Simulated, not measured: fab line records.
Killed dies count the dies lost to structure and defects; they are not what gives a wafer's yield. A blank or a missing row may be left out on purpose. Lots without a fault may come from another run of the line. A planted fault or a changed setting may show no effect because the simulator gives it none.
Comparing a struck lot with a sound one + flow berkeley_cmos170 + 43 out of 331 route steps
Sound: the wafers L322.1, L322.5, L322.6. Wafers struck: L341.3, L341.4, L341.6. The cause comes at the end.
At each step with rows: each side's tool, then ch and its chambers, then its first start. Under that, the readings that differ: sound wafers + struck wafers + difference of the means + sigmas: that difference in standard deviations of wafers without a fault.
alike: a reading whose means differ by less than 2 such deviations, as well as words and numbers matching on both sides. not compared: withheld readings; readings where some wafer has no value; bounds like >300 that might hide an equal value; numbers whose values overlap and for which the record gives no deviation.
A row with sigmas, a row that says differs or no value, or rows on one side alone: a step with any of these is where the two part. When numbers do not overlap yet have no deviation, they are printed without sigmas and do not part them. A reading missing from all wafers of one side parts the sides only when that side holds two or more wafers.

first, 4 steps without rows for these wafers: UCB170_PWELL_WET_ETCH_19 (etches Si3N4 in H3PO4, time 14400 s); UCB170_PWELL_WET_ETCH_20 (etches SiO2 in BOE, time 22 s); UCB170_WELLDRIVE_CLEAN_00 (cleans in SPM, time 600 s); UCB170_WELLDRIVE_OXIDATION_01 (target thk 199 nm, ox time 9000 s).
UCB170_WELLDRIVE_THK_MEAS_02:
  sound on film_metro-01, day 3 17:40; struck on film_metro-02, day 7 22:02
  alike: WELLDRIVE_OXIDE_THK
then, 5 steps without rows for these wafers: UCB170_WELLDRIVE_ANNEAL_03 (time 900 s); UCB170_WELLDRIVE_WET_ETCH_04 (etches SiO2 in BOE, time 120 s); UCB170_ACTIVE_CLEAN_00 (cleans in SPM, time 600 s); UCB170_ACTIVE_CLEAN_01 (cleans in dHF, time 60 s); UCB170_ACTIVE_OXIDATION_02 (target thk 26.4 nm, ox time 1260 s).
UCB170_ACTIVE_THK_MEAS_03:
  sound on film_metro-03, day 4 02:44; struck on film_metro-04, day 8 08:09
  alike: ACTIVE_OXIDE_THK
then, 1 step without rows for these wafers: UCB170_ACTIVE_ANNEAL_04 (time 900 s).
UCB170_ACTIVE_CVD_05: deposits Si3N4 from SiH2Cl2/NH3, target thk 220 nm, time 3300 s.
  sound on lpcvd-01 ch 1, day 4 07:04; struck on lpcvd-02 ch 0, day 8 10:16
| reading                                  | sound             | struck            | difference | sigmas |
|------------------------------------------|-------------------|-------------------|------------|--------|
| nh3_flow_sccm (sccm)                     | 74.97 75.42 75.12 | 60.02 59.96 59.82 | -15.24     | -73    |
| model.Si3N4_of_ACTIVE_CVD_05.thk_nm (nm) | 219.6 217.4 218.3 | 186.1 184.3 185.5 | -33.1      |        |
UCB170_ACTIVE_THK_MEAS_06:
  sound on film_metro-02, day 4 08:59; struck on film_metro-03, day 8 13:23
| reading                 | sound             | struck            | difference | sigmas |
|-------------------------|-------------------|-------------------|------------|--------|
| ACTIVE_NITRIDE_THK (nm) | 219.5 217.5 218.2 | 186.2 184.2 185.7 | -33.0      | -16    |
  not compared: hold
then, 5 steps without rows for these wafers: UCB170_ACTIVE_COAT_08 (resist thk 900 nm); UCB170_ACTIVE_SOFTBAKE_09 (time 60 s); UCB170_ACTIVE_EXPOSE_10 (exposes mask ACTIVE, target cd 1200 nm); UCB170_ACTIVE_PEB_11; UCB170_ACTIVE_DEVELOP_12 (develop time 45 s).
UCB170_ACTIVE_CD_MEAS_13: target cd 1200 nm.
  sound on cd_sem-01, day 4 10:11; struck on cd_sem-01, day 8 22:38
  alike: cd_nm
UCB170_ACTIVE_OVL_MEAS_14:
  sound on overlay-02, day 4 10:19; struck on overlay-01, day 8 22:44
  alike: ACTIVE_OVL
UCB170_ACTIVE_ETCH_15: etches Si3N4 in CH3F/Ar/O2, stops on SiO2, target depth 242 nm, time 151 s.
  sound on rie_diel-02 ch 0,2,3, day 4 10:20; struck on rie_diel-01 ch 0,2, day 8 22:46
| reading                  | sound             | struck            | difference | sigmas |
|--------------------------|-------------------|-------------------|------------|--------|
| oes_product_au (a.u.)    | 0.961 0.932 0.937 | 0.859 0.846 0.847 | -0.093     | -6     |
| model.etch.depth_nm (nm) | 219.6 217.4 218.3 | 186.1 184.3 185.5 | -33.1      |        |
  alike: drypump_motor_current_A, throttle_valve_pct
  not compared: rf_hours_counter_h
UCB170_ACTIVE_STRIP_16: strips in O2.
  sound on plasma_asher-04 ch 0,1, day 4 10:27; struck on plasma_asher-01 ch 0,1, day 8 22:53
  alike: drypump_motor_current_A, oes_product_au, strip_time_to_endpoint_s
  not compared: rf_hours_counter_h
UCB170_ACTIVE_CD_MEAS_90: target cd 1200 nm.
  sound on cd_sem-02, day 4 10:33; struck on cd_sem-02, day 8 23:00
  alike: cd_nm
then, 7 steps without rows for these wafers: UCB170_ACTIVE_CLEAN_17 (cleans in SPM, time 600 s); UCB170_PFIELD_HMDS_00 (prime time 60 s); UCB170_PFIELD_COAT_01 (resist thk 900 nm); UCB170_PFIELD_SOFTBAKE_02 (time 60 s); UCB170_PFIELD_EXPOSE_03 (exposes mask PFIELD, target cd 1500 nm); UCB170_PFIELD_PEB_04; UCB170_PFIELD_DEVELOP_05 (develop time 45 s).
UCB170_PFIELD_OVL_MEAS_06:
  sound on overlay-02, day 4 14:23; struck on overlay-02, day 9 00:59
  alike: PFIELD_OVL
following that, these wafers have no rows for 1 step: UCB170_PFIELD_IMPLANT_07.
UCB170_PFIELD_STRIP_08: strips in O2.
  sound on plasma_asher-04 ch 0,1, day 4 14:34; struck on plasma_asher-04 ch 0,1, day 9 01:12
  alike: drypump_motor_current_A, oes_product_au, strip_time_to_endpoint_s
  not compared: rf_hours_counter_h
UCB170_PFIELD_TW_MEAS_09:
  sound on film_metro-03, day 4 14:40; struck on film_metro-04, day 9 01:21
  alike: PFIELD_TW
then, 1 step without rows for these wafers: UCB170_FIELD_CLEAN_00 (cleans in dHF, time 7.5 s).
UCB170_FIELD_OXIDATION_01: target thk 558.3 nm, ox time 7200 s.
  sound on furnace-04 ch 0, day 4 16:31; struck on furnace-01 ch 0, day 9 01:52
| reading                                  | sound           | struck          | difference | sigmas |
|------------------------------------------|-----------------|-----------------|------------|--------|
| model.Si3N4_of_ACTIVE_CVD_05.thk_nm (nm) | 212.4 210.1 211 | 178.9 177 178.3 | -33.1      |        |
UCB170_FIELD_THK_MEAS_02:
  sound on film_metro-01, day 4 19:31; struck on film_metro-01, day 9 04:53
  alike: FIELD_OXIDE_THK
then, 3 steps without rows for these wafers: UCB170_FIELD_ANNEAL_03 (time 1200 s); UCB170_FIELD_WET_ETCH_04 (etches SiO2 in dHF, time 60 s); UCB170_FIELD_WET_ETCH_05 (etches Si3N4 in H3PO4, time 12600 s).
UCB170_SACOX_OXIDATION_01: target thk 14.4 nm, ox time 2400 s.
  sound on furnace-02 ch 0, day 5 04:25; struck on furnace-01 ch 0, day 9 11:25
| reading                                      | sound             | struck           | difference | sigmas |
|----------------------------------------------|-------------------|------------------|------------|--------|
| model.SiO2_of_SACOX_OXIDATION_01.thk_nm (nm) | 14.78 14.73 14.63 | 14.2 14.16 14.41 | -0.5       |        |
-- the record jumps here: 2 days lie between the struck wafers' starts before and after (it left off in module SACOX and takes up again in module M3, whose first step shown is number 331 of the route) --
UCB170_M3_PROBE_99:
  the record has rows for the struck wafers here (prober-01, day 11 20:49) and none for the sound ones

## WHERE THEY PART
Earliest at UCB170_ACTIVE_CVD_05; latest, in this record, at UCB170_M3_PROBE_99.

WHY: what had been put in by the simulator
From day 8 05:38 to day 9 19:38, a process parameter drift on lpcvd-02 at UCB170_ACTIVE_CVD_05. Setting nh3_flow_sccm shifted by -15 from 75. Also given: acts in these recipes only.
